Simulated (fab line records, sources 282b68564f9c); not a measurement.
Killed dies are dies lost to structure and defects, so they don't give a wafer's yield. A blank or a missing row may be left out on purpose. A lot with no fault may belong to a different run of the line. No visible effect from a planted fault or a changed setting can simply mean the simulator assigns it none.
Which tool did it?	flow rit_cmos	14 lots with 42 wafers sampled at 2 steps, on a route of 202 steps

WHAT EACH GAUGE READ, for each wafer
RIT_GATE_CD_MEAS_16 targets a cd of 150 nm.
lot	measured	on	cd_nm (nm)
L763	day 2 23:02	cd_sem-01	148.1 144.6 145.2
L764	day 3 02:19	cd_sem-01	146.0 146.4 148.5
L765	day 3 08:47	cd_sem-02	147.7 147.4 149.4
L766	day 3 12:07	cd_sem-02	144.1 141.1 144.2
L768	day 3 23:57	cd_sem-01	150.9 150.5 151.5
L769	day 4 01:52	cd_sem-01	147.1 148.7 147.1
L771	day 4 11:19	cd_sem-01	150.2 152.0 147.8
L772	day 4 17:10	cd_sem-01	145.1 145.3 144.7
L773	day 4 21:07	cd_sem-01	149.3 147.9 150.7
L775	day 5 06:15	cd_sem-02	145.3 147.5 145.5
L776	day 5 09:49	cd_sem-01	152.9 148.4 150.0
L779	day 6 01:53	cd_sem-02	102.4 94.8 121.8
L780	day 6 07:35	cd_sem-02	109.8 82.9 104.2
L781	day 6 11:26	cd_sem-02	146.1 143.7 145.0

TOOL THAT RAN EACH LOT (tool first, then ch and the chambers of the sampled wafers, then the start)
lot	RIT_GATE_EXPOSE_13
L763	iline_stepper-02 ch 0, day 2 22:38
L764	iline_stepper-01 ch 0, day 3 01:55
L765	iline_stepper-01 ch 0, day 3 08:23
L766	iline_stepper-02 ch 0, day 3 11:43
L768	iline_stepper-02 ch 0, day 3 23:33
L769	iline_stepper-01 ch 0, day 4 01:28
L771	iline_stepper-01 ch 0, day 4 10:55
L772	iline_stepper-02 ch 0, day 4 16:46
L773	iline_stepper-01 ch 0, day 4 20:43
L775	iline_stepper-01 ch 0, day 5 05:51
L776	iline_stepper-01 ch 0, day 5 09:25
L779	iline_stepper-01 ch 0, day 6 01:29
L780	iline_stepper-01 ch 0, day 6 07:04
L781	iline_stepper-02 ch 0, day 6 11:02
- RIT_GATE_EXPOSE_13: exposes mask M6, target cd 150 nm.

AS READ BY THE TOOLS THEMSELVES (means over the sampled wafers that have a number; for cases with no such wafer, the mark the record gives instead)
RIT_GATE_EXPOSE_13.
lot	tool	exposure_dose_mJ_cm2
L763	iline_stepper-02	380.3
L764	iline_stepper-01	380.1
L765	iline_stepper-01	379.8
L766	iline_stepper-02	379.5
L768	iline_stepper-02	379.7
L769	iline_stepper-01	379.7
L771	iline_stepper-01	380.3
L772	iline_stepper-02	380.3
L773	iline_stepper-01	380.2
L775	iline_stepper-01	380.2
L776	iline_stepper-01	379.9
L779	iline_stepper-01	370.5
L780	iline_stepper-01	363.2
L781	iline_stepper-02	380.1

THE ANSWER, worked out from the rows above alone
Rule: the lots themselves supply what counts as usual. Put in order of their means at a reading, lots are off if they are a third of the lots or fewer, leave a main group of 4 or more, and stand apart from it by a gap of 3 or more times the standard deviation of the main group's means; of several such gaps the widest counts. If all means in a main group match to the digits the tables above print for the reading, that group is not used. A lot without any number at a reading at which 4 lots or more have one is off too. Any other lot the step has rows for is counted as sound. The gauges are gone through in route order, then the tools' own readings, and for those a lot's mean is taken as printed above. The first step at which some lot is off is used, and at that step the reading that is off furthest; a lot without a number counts as furthest.
Off at RIT_GATE_CD_MEAS_16 (cd_nm): L779, L780. Main group: mean 147.4 nm, sd 2.4.
If a tool, at a process step before that reading, ran all the lots that are off and no sound lot after the first of them, it fits. Not tried: the gauges at RIT_GATE_CD_MEAS_16; whatever is off there is also off at RIT_GATE_EXPOSE_13, on other tools, and gauge error can't account for it. One fits: RIT_GATE_EXPOSE_13 on iline_stepper-01. A fault onset in the window from L776 (day 5 09:25, its last sound lot) to L779 (day 6 01:29, its first lot off) fits.
On the lots that are off, the tool's own readings at RIT_GATE_EXPOSE_13 differ by more than 5 times the standard deviation of the sound lots' means, which bears it out; exposure_dose_mJ_cm2 reads 366.9 there versus 380.0 on the sound lots.

WHAT THE SIMULATOR HAD INSERTED
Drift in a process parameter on iline_stepper-01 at RIT_GATE_EXPOSE_13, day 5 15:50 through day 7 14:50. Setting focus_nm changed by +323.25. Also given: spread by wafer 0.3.
Shown lots that were struck: L779, L780. The rule above found the same.
